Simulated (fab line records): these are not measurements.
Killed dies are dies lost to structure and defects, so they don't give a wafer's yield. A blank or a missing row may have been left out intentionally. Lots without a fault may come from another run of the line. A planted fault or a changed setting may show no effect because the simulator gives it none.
What tool caused it? -- flow berkeley cmos170 -- 39 wafers from 13 lots sampled at 6 of the route's 331 steps

== WHAT THE GAUGES READ, wafer by wafer ==
UCB170_ACTIVE_OVL_MEAS_14. Usual: ACTIVE_OVL gives 0 nm (standard deviation 5.4).
lot,measured,on,ACTIVE_OVL (nm),flag
L497,day 4 16:25,overlay-02,-1 -5 2,
L498,day 4 16:32,overlay-01,-1 -4 1,
L499,day 5 03:56,overlay-02,3 1 -1,
L501,day 5 13:16,overlay-02,0 -3 -7,
L503,day 5 23:07,overlay-01,-5 -8 -3,
L505,day 6 03:27,overlay-02,-5 -10 6,
L504,day 6 03:41,overlay-01,11 -1 5,
L506,day 6 11:47,overlay-01,2 -2 -1,
L510,day 7 05:35,overlay-02,4 3 1,
L515,day 8 09:31,overlay-01,-3 -5 -12,
L516,day 8 16:04,overlay-02,0 -2 5,
L517,day 8 16:19,overlay-01,4 1 6,
L518,day 9 07:54,overlay-01,-2 -7 -6,

UCB170_SCREENOX_THK_MEAS_02. Usual: SCREENOX_OXIDE_THK gives 14.21 nm (standard deviation 0.25).
lot,measured,on,SCREENOX_OXIDE_THK (nm),flag
L497,day 6 03:52,film metro-04,13.88 13.96 13.88,
L498,day 6 03:54,film metro-03,13.98 13.81 14.10,
L499,day 6 03:49,film metro-04,14.03 14.30 14.11,
L501,day 6 12:44,film metro-03,14.31 14.27 14.17,
L503,day 7 03:20,film metro-01,14.39 14.11 14.23,
L505,day 7 03:25,film metro-03,14.47 14.44 14.60,
L504,day 7 03:20,film metro-04,14.27 14.26 14.25,
L506,day 7 11:25,film metro-01,13.98 14.45 14.44,
L510,day 8 06:29,film metro-01,13.89 13.99 14.04,
L515,day 9 12:44,film metro-04,14.58 14.58 14.71,
L516,day 9 20:02,film metro-03,14.01 14.01 13.99,
L517,day 9 20:02,film metro-01,14.09 14.18 13.82,
L518,day 10 07:01,film metro-03,14.27 14.43 14.30,

UCB170_NVT_OVL_MEAS_06. Usual: NVT_OVL gives -3 nm (standard deviation 5.6).
lot,measured,on,NVT_OVL (nm),flag
L497,day 6 08:41,overlay-02,4 -2 -7,
L498,day 6 08:58,overlay-02,-2 -4 -3,
L499,day 6 08:02,overlay-01,-11 -12 -15,
L501,day 6 17:29,overlay-01,-3 -7 -3,
L503,day 7 09:22,overlay-02,-1 0 -8,
L505,day 7 09:11,overlay-02,-9 -2 -5,
L504,day 7 09:29,overlay-01,0 3 0,
L506,day 7 15:18,overlay-02,- - -,OFF
L510,day 8 10:36,overlay-01,3 -10 -7,
L515,day 9 16:14,overlay-01,-4 -11 -5,
L516,day 10 02:00,overlay-02,2 0 0,
L517,day 10 02:16,overlay-01,8 -3 1,
L518,day 10 12:17,overlay-01,-11 -6 2,

UCB170_NVT_TW_MEAS_09. Usual: NVT_TW gives 523 (standard deviation 3.1).
lot,measured,on,NVT_TW,flag
L497,day 6 08:58,film metro-02,526 527 525,
L498,day 6 09:15,film metro-02,527 530 527,
L499,day 6 08:20,film metro-04,521 522 519,
L501,day 6 17:47,film metro-03,525 523 525,
L503,day 7 09:40,film metro-04,523 526 523,
L505,day 7 09:28,film metro-02,524 524 528,
L504,day 7 09:47,film metro-03,522 520 519,
L506,day 7 15:35,film metro-04,30 30 30,OFF
L510,day 8 10:53,film metro-02,530 529 527,
L515,day 9 16:32,film metro-02,525 525 523,
L516,day 10 02:17,film metro-03,527 526 526,
L517,day 10 02:34,film metro-02,525 527 523,
L518,day 10 12:35,film metro-02,525 526 526,

UCB170_PVT_TW_MEAS_09. Usual: PVT_TW gives 508 (standard deviation 3.2).
lot,measured,on,PVT_TW,flag
L497,day 6 11:56,film metro-02,511 511 511,
L498,day 6 12:13,film metro-02,511 509 508,
L499,day 6 11:08,film metro-02,509 508 509,
L501,day 6 19:38,film metro-04,504 503 503,
L503,day 7 12:11,film metro-01,508 507 508,
L505,day 7 11:39,film metro-04,509 509 508,
L504,day 7 12:52,film metro-02,506 513 504,
L506,day 7 19:32,film metro-04,509 509 506,
L510,day 8 13:40,film metro-02,514 513 509,
L515,day 9 18:14,film metro-01,508 509 511,
L516,day 10 04:23,film metro-04,499 502 502,
L517,day 10 04:40,film metro-02,508 508 508,
L518,day 10 14:10,film metro-04,501 503 503,

== EACH LOT AND THE TOOL THAT RAN IT (in order: tool; ch and the chambers of the sampled wafers; start) ==
lot,UCB170_NVT_EXPOSE_03
L497,"krf scanner-01 ch 0, day 6 07:26"
L498,"krf scanner-02 ch 0, day 6 07:42"
L499,"krf scanner-02 ch 0, day 6 07:11"
L501,"krf scanner-02 ch 0, day 6 17:07"
L503,"krf scanner-01 ch 0, day 7 08:49"
L505,"krf scanner-01 ch 0, day 7 08:37"
L504,"krf scanner-01 ch 0, day 7 08:55"
L506,"krf scanner-02 ch 0, day 7 14:55"
L510,"krf scanner-02 ch 0, day 8 10:07"
L515,"krf scanner-01 ch 0, day 9 15:51"
L516,"krf scanner-01 ch 0, day 10 01:36"
L517,"krf scanner-01 ch 0, day 10 01:43"
L518,"krf scanner-01 ch 0, day 10 11:54"
- UCB170_NVT_EXPOSE_03: exposes mask PWELL, target cd 3000 nm.

== AS READ BY THE TOOLS THEMSELVES (means over the sampled wafers that have a number; for cases with no such wafer, the mark the record gives instead) ==
The record holds no such reading with a usual standard deviation.

== THE ANSWER, worked out from the rows above alone ==
Rule: a lot is off if the mean of its wafers that have a number lies more than 3 standard deviations from the usual mean. A lot without any number at a reading at which 4 lots or more have one is off too. All remaining lots with rows at the step are treated as sound. The gauges are gone through in route order, then the tools' own readings, and for those a lot's mean is taken as printed above. At the first step where some lot is off, the reading lying furthest off is the one used; lots without a number count as furthest.
Off: at UCB170_NVT_OVL_MEAS_06 (NVT_OVL), L506. Without a number there: L506.
If a tool, at a process step before that reading, ran all the lots that are off and no sound lot after the first of them, it fits. Not tried: the gauges at UCB170_NVT_OVL_MEAS_06; whatever is off there is also off at UCB170_NVT_TW_MEAS_09, on other tools, and gauge error can't account for it. No candidate that was tried fits.

== WHAT THE SIMULATOR PUT IN ==
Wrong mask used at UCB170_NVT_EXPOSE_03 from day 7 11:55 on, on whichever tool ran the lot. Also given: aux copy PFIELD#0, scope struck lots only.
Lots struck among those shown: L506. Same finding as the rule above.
